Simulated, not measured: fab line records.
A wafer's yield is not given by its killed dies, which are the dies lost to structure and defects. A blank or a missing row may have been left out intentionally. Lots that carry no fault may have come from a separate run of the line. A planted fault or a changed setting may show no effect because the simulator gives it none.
fab line records + flow berkeley-cmos170
record
- lots=15
- wafers=45
- last-day=12
route steps=331 shown ZERO@11
lots with no fault: from the same line, run without faults
start-h: the number of hours between the record's first day and the start of the first shown wafer of the lot + wait-h: how many hours have passed since the lot's step before this one + " as in the row above + L1.1+2: several wafers, shown together as one row + - no value present, or no start provided + * or withheld: withheld + < > ~ a bound
route shown NAME@n: a module of which the file shows steps, and the number in the route of the first + usual: mean/standard deviation taken from wafers without a fault + same: alike in all rows + chamber/n: place in a boat + sites: the reading at each site + _std_site: how widely they spread, as a standard deviation + _edge_site: outer sites' mean less inner sites' + radius-mm: how far each site lies from the wafer's centre + mask NAME#n: copy n + behind: the tool/chamber that last shaped the wafer + hold: reason for holding the lot/hours on hold/outcome of the hold + device: the transistor (n, p or np) that didn't switch + end of line: tests of these same wafers at the route's end + a step with no rows: only its recipe + killed: not the wafer's yield, but the dies lost to structure and defects at the first sort + map: the dies of a wafer, with x for killed, . for not killed, _ for no die there
set.NAME: the setting the step ran with; set.NAME@STEP: the setting that earlier step ran with + model.NAME: the simulator's own value behind a step, which no gauge read
the route's steps for a sample of lots (tables are steps, rows are wafers)
services: when a tool's chamber went out of use (start-h, in hours from the record's first day, below 0 if earlier), for how many hours, and the reason
## steps
# step UCB170_ZERO_DEVELOP_05
# recipe
- developer=TMAH
- develop-time-s=45
- resist=KrF
- dev-temp-c=21
# usual
- chill-plate-temp-C=23.02/0.11
- develop-time-s=45/0
| lot.wafer | tool           | chamber | start-h | wait-h | chill-plate-temp-C | develop-time-s |
|-----------|----------------|---------|---------|--------|--------------------|----------------|
| L449.1    | litho-track-01 | 0       | 19      | -      | 23.05              | 45             |
| L449.2    | "              | 0       | "       | "      | 23.14              | 45             |
| L449.4    | "              | 0       | "       | "      | 22.96              | 45             |
| L450.3    | litho-track-03 | 0       | 24      | -      | 23.06              | 45             |
| L450.4    | "              | 0       | "       | "      | 23.11              | 45             |
| L450.5    | "              | 0       | "       | "      | 23.02              | 45             |
| L452.1    | litho-track-01 | 0       | 32      | -      | 22.93              | 45             |
| L452.3    | "              | 0       | "       | "      | 23.12              | 45             |
| L452.6    | "              | 0       | "       | "      | 22.88              | 45             |
| L454.1    | litho-track-01 | -       | 46      | -      | -                  | -              |
| L454.4    | "              | -       | "       | "      | -                  | -              |
| L454.6    | "              | -       | "       | "      | -                  | -              |
| L455.1    | litho-track-03 | -       | 46      | -      | -                  | -              |
| L455.2    | "              | -       | "       | "      | -                  | -              |
| L455.5    | "              | -       | "       | "      | -                  | -              |
| L456.1    | litho-track-03 | -       | 54      | -      | -                  | -              |
| L456.3    | "              | -       | "       | "      | -                  | -              |
| L456.4    | "              | -       | "       | "      | -                  | -              |
| L457.1    | litho-track-01 | 0       | 58      | -      | 23.04              | 45             |
| L457.3    | "              | 0       | 59      | -      | 23.12              | 45             |
| L457.4    | "              | 0       | "       | "      | 22.81              | 45             |
| L464.2    | litho-track-02 | 0       | 96      | -      | 23.05              | 45             |
| L464.4    | "              | 0       | "       | "      | 23.05              | 45             |
| L464.6    | "              | 0       | "       | "      | 22.98              | 45             |
| L465.2    | litho-track-01 | 0       | 97      | -      | 23.04              | 45             |
| L465.4    | "              | 0       | "       | "      | 23.15              | 45             |
| L465.6    | "              | 0       | "       | "      | 23.02              | 45             |
| L466.1    | litho-track-03 | 0       | 101     | -      | 23.17              | 45             |
| L466.2    | "              | 0       | "       | "      | 23.12              | 45             |
| L466.4    | "              | 0       | "       | "      | 23.07              | 45             |
| L467.3    | litho-track-01 | 0       | 108     | -      | 22.82              | 45             |
| L467.5    | "              | 0       | "       | "      | 22.93              | 45             |
| L467.6    | "              | 0       | "       | "      | 22.78              | 45             |
| L468.2    | litho-track-01 | 0       | 112     | -      | 22.87              | 45             |
| L468.4    | "              | 0       | "       | "      | 22.83              | 45             |
| L468.6    | "              | 0       | "       | "      | 22.80              | 45             |
| L469.1    | litho-track-01 | 0       | 119     | -      | 22.99              | 45             |
| L469.4    | "              | 0       | "       | "      | 23.09              | 45             |
| L469.5    | "              | 0       | "       | "      | 22.92              | 45             |
| L470.1    | litho-track-01 | 0       | 120     | -      | 22.97              | 45             |
| L470.3    | "              | 0       | "       | "      | 22.97              | 45             |
| L470.5    | "              | 0       | "       | "      | 22.86              | 45             |
| L472.2    | litho-track-02 | 0       | 133     | -      | 22.86              | 45             |
| L472.4    | "              | 0       | "       | "      | 23.05              | 45             |
| L472.5    | "              | 0       | "       | "      | 22.97              | 45             |
# step UCB170_ZERO_ETCH_06
# recipe
- chemistry=CHF3/CF4/Ar
- target=SiO2
- time-s=12
- pressure-mtorr=100
- rf-w=500
- CHF3_flow_sccm=50
- cf4-flow-sccm=10
- Ar_flow_sccm=120
- over-etch-frac=1.58
# usual
- drypump-motor-current-A=5.8/0.4
- oes-product-au=0.615/0.011
- throttle-valve-pct=9.20/0.14
| lot.wafer | tool        | chamber | start-h | wait-h | drypump-motor-current-A | oes-product-au | rf-hours-counter-h | throttle-valve-pct |
|-----------|-------------|---------|---------|--------|-------------------------|----------------|--------------------|--------------------|
| L449.1    | rie-diel-04 | 3       | 19.77   | -      | 6.3                     | 0.624          | 79                 | 9.22               |
| L449.2    | "           | 2       | "       | "      | 5.8                     | 0.614          | 127                | 9.40               |
| L449.4    | "           | 1       | "       | "      | 5.8                     | 0.606          | 41                 | 9.27               |
| L450.3    | rie-diel-04 | 0       | 24.35   | -      | 6.2                     | 0.615          | 16                 | 9.15               |
| L450.4    | "           | 3       | "       | "      | 6.3                     | 0.626          | -                  | 9.22               |
| L450.5    | "           | 2       | "       | "      | 5.8                     | 0.621          | -                  | 9.41               |
| L452.1    | rie-diel-02 | 0       | 33.00   | -      | 5.8                     | 0.615          | 177                | 9.09               |
| L452.3    | "           | 2       | "       | "      | 5.8                     | 0.608          | 27                 | 9.10               |
| L452.6    | "           | 3       | "       | "      | 5.8                     | 0.628          | -                  | 9.32               |
| L454.1    | rie-diel-03 | 2       | 46.20   | -      | 6.3                     | 0.371          | 45                 | 9.36               |
| L454.4    | "           | 1       | "       | "      | 5.9                     | 0.364          | -                  | 9.40               |
| L454.6    | "           | 0       | "       | "      | 5.1                     | 0.373          | -                  | 9.12               |
| L455.1    | rie-diel-04 | 0       | 46.53   | -      | 6.1                     | 0.375          | 17                 | 9.14               |
| L455.2    | "           | 1       | "       | "      | 5.7                     | 0.373          | 43                 | 9.25               |
| L455.5    | "           | 2       | "       | "      | 5.8                     | 0.383          | -                  | 9.39               |
| L456.1    | rie-diel-02 | 3       | 54.96   | -      | 5.8                     | 0.389          | 105                | 9.28               |
| L456.3    | "           | 2       | "       | "      | 5.8                     | 0.377          | 29                 | 9.07               |
| L456.4    | "           | 1       | "       | "      | 5.6                     | 0.365          | -                  | 8.92               |
| L457.1    | rie-diel-03 | 2       | 59.09   | -      | 6.2                     | 0.613          | 46                 | 9.37               |
| L457.3    | "           | 0       | "       | "      | 5.1                     | 0.605          | 29                 | 9.14               |
| L457.4    | "           | 2       | "       | "      | 6.3                     | 0.617          | -                  | 9.39               |
| L464.2    | rie-diel-04 | 0       | 96.43   | -      | 6.2                     | 0.607          | 19                 | 9.14               |
| L464.4    | "           | 1       | "       | "      | 5.8                     | 0.605          | 45                 | 9.26               |
| L464.6    | "           | 0       | "       | "      | 6.2                     | 0.615          | -                  | 9.16               |
| L465.2    | rie-diel-03 | 2       | 97.18   | -      | 6.3                     | 0.619          | 48                 | 9.38               |
| L465.4    | "           | 3       | "       | "      | 4.9                     | 0.608          | 70                 | 9.15               |
| L465.6    | "           | 3       | "       | "      | 4.9                     | 0.613          | -                  | 9.18               |
| L466.1    | rie-diel-02 | 0       | 101.27  | -      | 5.8                     | 0.627          | 2                  | 9.09               |
| L466.2    | "           | 3       | "       | "      | 5.8                     | 0.624          | 107                | 9.31               |
| L466.4    | "           | 2       | "       | "      | 5.8                     | 0.607          | 32                 | 9.09               |
| L467.3    | rie-diel-02 | 1       | 108.85  | -      | 5.6                     | 0.596          | 3                  | 8.96               |
| L467.5    | "           | 2       | "       | "      | 5.8                     | 0.624          | -                  | 9.09               |
| L467.6    | "           | 1       | "       | "      | 5.6                     | 0.588          | -                  | 8.97               |
| L468.2    | rie-diel-04 | 3       | 112.48  | -      | 6.3                     | 0.624          | 84                 | 9.20               |
| L468.4    | "           | 1       | "       | "      | 5.7                     | 0.621          | 46                 | 9.24               |
| L468.6    | "           | 0       | "       | "      | 6.2                     | 0.607          | -                  | 9.15               |
| L469.1    | rie-diel-02 | 1       | 119.52  | -      | 5.6                     | 0.588          | 4                  | 8.95               |
| L469.4    | "           | 2       | "       | "      | 5.8                     | 0.612          | 33                 | 9.10               |
| L469.5    | "           | 0       | "       | "      | 5.7                     | 0.630          | -                  | 9.08               |
| L470.1    | rie-diel-03 | 0       | 120.97  | -      | 5.1                     | 0.609          | 32                 | 9.13               |
| L470.3    | "           | 2       | "       | "      | 6.2                     | 0.617          | 49                 | 9.38               |
| L470.5    | "           | 3       | "       | "      | 4.8                     | 0.605          | -                  | 9.16               |
| L472.2    | rie-diel-02 | 2       | 133.46  | -      | 5.8                     | 0.615          | 33                 | 9.09               |
| L472.4    | "           | 2       | "       | "      | 5.8                     | 0.611          | -                  | 9.08               |
| L472.5    | "           | 3       | "       | "      | 5.8                     | 0.636          | -                  | 9.31               |
# step UCB170_ZERO_STRIP_07
# recipe
- chemistry=O2
- power-w=400
- pressure-mtorr=3500
- platen-temp-c=withheld
- o2-flow-sccm=400
- overash-fraction=0.5
# usual
- drypump-motor-current-A=5.64/0.24
- oes-product-au=0.728/0.0046
- strip-time-to-endpoint-s=21.52/0.061
| lot.wafer | tool            | chamber | start-h | wait-h | drypump-motor-current-A | oes-product-au | rf-hours-counter-h | strip-time-to-endpoint-s |
|-----------|-----------------|---------|---------|--------|-------------------------|----------------|--------------------|--------------------------|
| L449.1    | plasma-asher-01 | 1       | 19.80   | 0.0    | 5.60                    | 0.733          | 33                 | 21.51                    |
| L449.2    | "               | 0       | "       | "      | 5.63                    | 0.723          | 33                 | 21.50                    |
| L449.4    | "               | 0       | "       | "      | 5.65                    | 0.728          | -                  | 21.50                    |
| L450.3    | plasma-asher-01 | 0       | 24.40   | 0.0    | 5.62                    | 0.728          | -                  | 21.52                    |
| L450.4    | "               | 1       | "       | "      | 5.59                    | 0.732          | -                  | 21.57                    |
| L450.5    | "               | 1       | "       | "      | 5.62                    | 0.734          | -                  | 21.49                    |
| L452.1    | plasma-asher-03 | 1       | 33.03   | 0.0    | 5.55                    | 0.732          | 25                 | 21.50                    |
| L452.3    | "               | 0       | "       | "      | 5.62                    | 0.727          | -                  | 21.46                    |
| L452.6    | "               | 1       | "       | "      | 5.56                    | 0.728          | -                  | 21.52                    |
| L454.1    | plasma-asher-01 | 1       | 46.22   | 0.0    | 5.61                    | 0.728          | 37                 | 21.82                    |
| L454.4    | "               | 1       | "       | "      | 5.61                    | 0.724          | -                  | 21.77                    |
| L454.6    | "               | 1       | "       | "      | 5.59                    | 0.719          | -                  | 21.77                    |
| L455.1    | plasma-asher-03 | 1       | 46.56   | 0.0    | 5.51                    | 0.724          | 26                 | 21.91                    |
| L455.2    | "               | 0       | "       | "      | 5.62                    | 0.730          | 26                 | 21.88                    |
| L455.5    | "               | 1       | "       | "      | 5.49                    | 0.730          | -                  | 21.93                    |
| L456.1    | plasma-asher-04 | 0       | 54.98   | 0.0    | 5.35                    | 0.739          | 30                 | 21.85                    |
| L456.3    | "               | 1       | "       | "      | 6.22                    | 0.727          | -                  | 21.83                    |
| L456.4    | "               | 0       | "       | "      | 5.32                    | 0.733          | -                  | 21.85                    |
| L457.1    | plasma-asher-03 | 0       | 59.11   | 0.0    | 5.63                    | 0.731          | 28                 | 21.56                    |
| L457.3    | "               | 0       | "       | "      | 5.59                    | 0.729          | -                  | 21.49                    |
| L457.4    | "               | 1       | "       | "      | 5.58                    | 0.731          | -                  | 21.55                    |
| L464.2    | plasma-asher-04 | 0       | 96.46   | 0.0    | 5.30                    | 0.722          | 35                 | 21.55                    |
| L464.4    | "               | 1       | "       | "      | 6.21                    | 0.723          | -                  | 21.50                    |
| L464.6    | "               | 0       | "       | "      | 5.32                    | 0.725          | -                  | 21.57                    |
| L465.2    | plasma-asher-03 | 0       | 97.20   | 0.0    | 5.61                    | 0.731          | 32                 | 21.46                    |
| L465.4    | "               | 1       | "       | "      | 5.53                    | 0.722          | -                  | 21.42                    |
| L465.6    | "               | 0       | "       | "      | 5.61                    | 0.727          | -                  | 21.48                    |
| L466.1    | plasma-asher-03 | 1       | 101.29  | 0.0    | 5.57                    | 0.730          | 33                 | 21.45                    |
| L466.2    | "               | 0       | "       | "      | 5.64                    | 0.733          | 33                 | 21.51                    |
| L466.4    | "               | 0       | "       | "      | 5.60                    | 0.725          | -                  | 21.45                    |
| L467.3    | plasma-asher-03 | 0       | 108.91  | 0.0    | 5.62                    | 0.730          | -                  | 21.44                    |
| L467.5    | "               | 1       | "       | "      | 5.54                    | 0.724          | -                  | 21.52                    |
| L467.6    | "               | 0       | "       | "      | 5.62                    | 0.727          | -                  | 21.53                    |
| L468.2    | plasma-asher-03 | 1       | 112.50  | 0.0    | 5.55                    | 0.722          | 35                 | 21.61                    |
| L468.4    | "               | 0       | "       | "      | 5.64                    | 0.736          | -                  | 21.59                    |
| L468.6    | "               | 1       | "       | "      | 5.55                    | 0.731          | -                  | 21.58                    |
| L469.1    | plasma-asher-01 | 1       | 119.55  | 0.0    | 5.59                    | 0.723          | 0                  | 21.46                    |
| L469.4    | "               | 0       | "       | "      | 5.65                    | 0.730          | -                  | 21.46                    |
| L469.5    | "               | 1       | "       | "      | 5.63                    | 0.725          | -                  | 21.55                    |
| L470.1    | plasma-asher-04 | 1       | 121.00  | 0.0    | 6.22                    | 0.730          | 37                 | 21.54                    |
| L470.3    | "               | 1       | "       | "      | 6.21                    | 0.731          | -                  | 21.52                    |
| L470.5    | "               | 0       | "       | "      | 5.31                    | 0.730          | -                  | 21.43                    |
| L472.2    | plasma-asher-03 | 0       | 133.48  | 0.0    | 5.61                    | 0.727          | 37                 | 21.63                    |
| L472.4    | "               | 0       | "       | "      | 5.62                    | 0.727          | -                  | 21.63                    |
| L472.5    | "               | 0       | "       | "      | 5.62                    | 0.722          | -                  | 21.66                    |
## services
| tool            | chamber | start-h | hours | kind           |
|-----------------|---------|---------|-------|----------------|
| rie-diel-03     | 3       | 1.06    | 15.3  | repair         |
| plasma-asher-04 | -       | 7.65    | 41.6  | pm             |
| rie-diel-02     | 3       | 16.29   | 4.5   | repair         |
| rie-diel-04     | -       | 17.56   | 0.2   | repair         |
| rie-diel-04     | 1       | 23.85   | 8.2   | repair         |
| rie-diel-04     | 0       | 29.71   | 9.6   | repair         |
| rie-diel-02     | 1       | 31.33   | -     | clean          |
| rie-diel-02     | 1       | 31.33   | 17.5  | scheduled-down |
| rie-diel-02     | 1       | 31.33   | 17.5  | vent-cycle     |
| rie-diel-03     | 3       | 37.43   | 23.6  | repair         |
| rie-diel-02     | 0       | 48.83   | -     | clean          |
| rie-diel-02     | 0       | 48.83   | 16.3  | scheduled-down |
| rie-diel-02     | 0       | 48.83   | 16.3  | vent-cycle     |
| rie-diel-04     | -       | 62.82   | 0.6   | repair         |
| plasma-asher-04 | -       | 106.57  | 6.7   | repair         |
| plasma-asher-01 | -       | 108.75  | 9.0   | pm             |
| plasma-asher-01 | 0       | 108.75  | 9.0   | vent-cycle     |
| plasma-asher-01 | 1       | 108.75  | 9.0   | vent-cycle     |
| plasma-asher-01 | 0       | 117.75  | -     | clean          |
| plasma-asher-01 | 1       | 117.75  | -     | clean          |
| rie-diel-02     | 0       | 119.95  | 15.3  | repair         |
| rie-diel-02     | 2       | 127.36  | 4.1   | repair         |
| rie-diel-03     | 0       | 128.71  | 12.0  | repair         |
## key
first-sign
- step=UCB170_ZERO_DEVELOP_05
- reading=tool-record
- direction=missing
effect
- step=UCB170_ZERO_ETCH_06
- reading=oes-product-au
- direction=down
- sigmas=22
- usual=0.615
- struck=0.375
effect
- step=UCB170_ZERO_STRIP_07
- reading=strip-time-to-endpoint-s
- direction=up
- sigmas=5.4
- usual=*
- struck=*
met-at UCB170_ZERO_DEVELOP_05
struck-lots L454,L455,L456
later-rows-left-out L454.1,L454.4,L454.6,L455.1,L455.2,L455.5,L456.1,L456.3,L456.4
sort-left-out L454.1,L454.4,L454.6,L455.1,L455.2,L455.5,L456.1,L456.3,L456.4
tester-left-out L454,L455,L456
onset-between 32 46
fault
- kind=skipped-step-whole
- tool=litho-track-01,litho-track-03
- chamber=-
- onset-h=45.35
- steps=UCB170_ZERO_DEVELOP_05
- scope=struck-lots-only
# tester-left-out: of these lots the tester's yield and bins aren't shown, on N5 and GAA mostly nor the transistor test; their killed dies are dies lost to structure and defects alone, not to doping, threshold or leakage, so they don't give the yield
# sort-left-out: the simulated sort isn't trusted on such a fault, so these wafers' sort isn't shown, and their yield isn't known
# later-rows-left-out: the simulator's readings of these wafers behind a module that went badly wrong aren't trusted and aren't shown, but for the sort
